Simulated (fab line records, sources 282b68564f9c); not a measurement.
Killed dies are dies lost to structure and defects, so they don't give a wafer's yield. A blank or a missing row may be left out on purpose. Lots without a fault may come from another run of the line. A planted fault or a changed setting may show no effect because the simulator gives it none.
Split-lot experiment | flow rit_cmos | 5 lots, 23 wafers read, on a route of 202 steps

THE SPLIT
At RIT_M1_DEVELOP_08 (develop time 68 s), the setting develop_time_s was moved away from the recipe's 68 s on 7 of the 23 wafers read, by -13.3% to +8.9%. The other wafers ran this setting at the recipe's value.

FROM THE SPLIT TO THE READING: what the file shows between them, 5 steps
- RIT_M1_CD_MEAS_09: target cd 2600 nm
- RIT_M1_HARDBAKE_11: time 120 s
- RIT_M1_METAL_ETCH_12: etches Al in Cl2/BCl3, stops on SiO2, time 165 s, target depth 600 nm
- RIT_M1_STRIP_13: strips in nmp, time 600 s
- RIT_M1_STRIP_14: strips in O2, time 180 s

THE READING
cd_nm, in nm, at RIT_M1_CD_MEAS_90 (target cd 2600 nm). Fault-free wafers of this fab line usually give 2600.9 nm, standard deviation 2.6 nm.

wafer  | tool, chamber at the split | develop_time_s as run, s | against the recipe | cd_nm, nm | against lot-mates on the recipe
L078.1 | litho_track-01, 0          | 68                       | recipe             | 2599.1    | -
L078.2 | litho_track-01, 0          | 68                       | recipe             | 2598.0    | -
L078.3 | litho_track-01, 0          | 68                       | recipe             | 2597.0    | -
L078.5 | litho_track-01, 0          | 63.49                    | -6.6%              | 2602.6    | +4.6
L078.6 | litho_track-01, 0          | 63.49                    | -6.6%              | 2606.5    | +8.5
L079.1 | litho_track-03, 0          | 68                       | recipe             | 2604.6    | -
L079.2 | litho_track-03, 0          | 68                       | recipe             | 2601.1    | -
L079.4 | litho_track-03, 0          | 68                       | recipe             | 2604.4    | -
L079.5 | litho_track-03, 0          | 68                       | recipe             | 2605.6    | -
L079.6 | litho_track-03, 0          | 68                       | recipe             | 2602.4    | -
L080.1 | litho_track-01, 0          | 74.03                    | +8.9%              | 2598.0    | -5.0
L080.2 | litho_track-01, 0          | 74.03                    | +8.9%              | 2595.7    | -7.3
L080.3 | litho_track-01, 0          | 68                       | recipe             | 2602.5    | -
L080.4 | litho_track-01, 0          | 68                       | recipe             | 2603.5    | -
L080.5 | litho_track-01, 0          | 74.03                    | +8.9%              | 2595.9    | -7.1
L083.1 | litho_track-01, 0          | 68                       | recipe             | 2602.9    | -
L083.2 | litho_track-01, 0          | 58.96                    | -13.3%             | 2614.9    | +13.4
L083.3 | litho_track-01, 0          | 68                       | recipe             | 2602.5    | -
L083.4 | litho_track-01, 0          | 58.96                    | -13.3%             | 2616.3    | +14.8
L083.6 | litho_track-01, 0          | 68                       | recipe             | 2599.2    | -
L084.1 | litho_track-03, 0          | 68                       | recipe             | 2597.2    | -
L084.4 | litho_track-03, 0          | 68                       | recipe             | 2597.6    | -
L084.6 | litho_track-03, 0          | 68                       | recipe             | 2598.4    | -

THE FIT
A straight line over all 23 wafers: cd_nm changes by -0.808 nm for each +1% of develop_time_s; r = -0.83; the points scatter about the line by 3 nm.
The same after taking each lot's own level away (the mean of its wafers on the recipe; 23 wafers): -0.926 nm for each +1%; r = -0.96; scatter 1.5 nm.
On that fit, the largest move of develop_time_s shifts the reading by 12 nm.
The lots' own levels span 2597.73 to 2603.62 nm, that is 2.3 times the standard deviation above.
So the lot-to-lot level changes the slope: the two fits differ.
Check: with one of the wafers moved furthest among these (-13.3%) left out of the fit, the line predicts +12.5 nm for it against its lot-mates. It came out at +13.4 nm against them.

OTHER SPLITS ON THESE WAFERS
These wafers also went through other splits before the reading. Each is held against what the fit with the lots' levels taken away leaves over:
other split on the same wafers | wafers away from the commonest value | r with cd_nm (lot level and that fit taken away)
RIT_M1_SPUTTER_00 time_s       | 9                                    | -0.05

THE WHOLE CHAIN: every reading that the file lists as answering this split, in the file's order
step                 | what it does                                                          | reading                                                   | change (the file's fit)               | r (the file's)
RIT_M1_CD_MEAS_09    | target cd 2600 nm                                                     | cd_nm                                                     | -0.903 nm for each +1% of the setting | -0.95
RIT_M1_METAL_ETCH_12 | etches Al in Cl2/BCl3, stops on SiO2, time 165 s, target depth 600 nm | M1.cd_nm (the simulator's own value, which no gauge read) | -0.949 nm for each +1% of the setting | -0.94
RIT_M1_CD_MEAS_90    | target cd 2600 nm                                                     | cd_nm                                                     | -0.961 nm for each +1% of the setting | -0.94

THE FILE'S OWN FIT
cd_nm changes by -0.961 nm for each +1% of develop_time_s, r = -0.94.
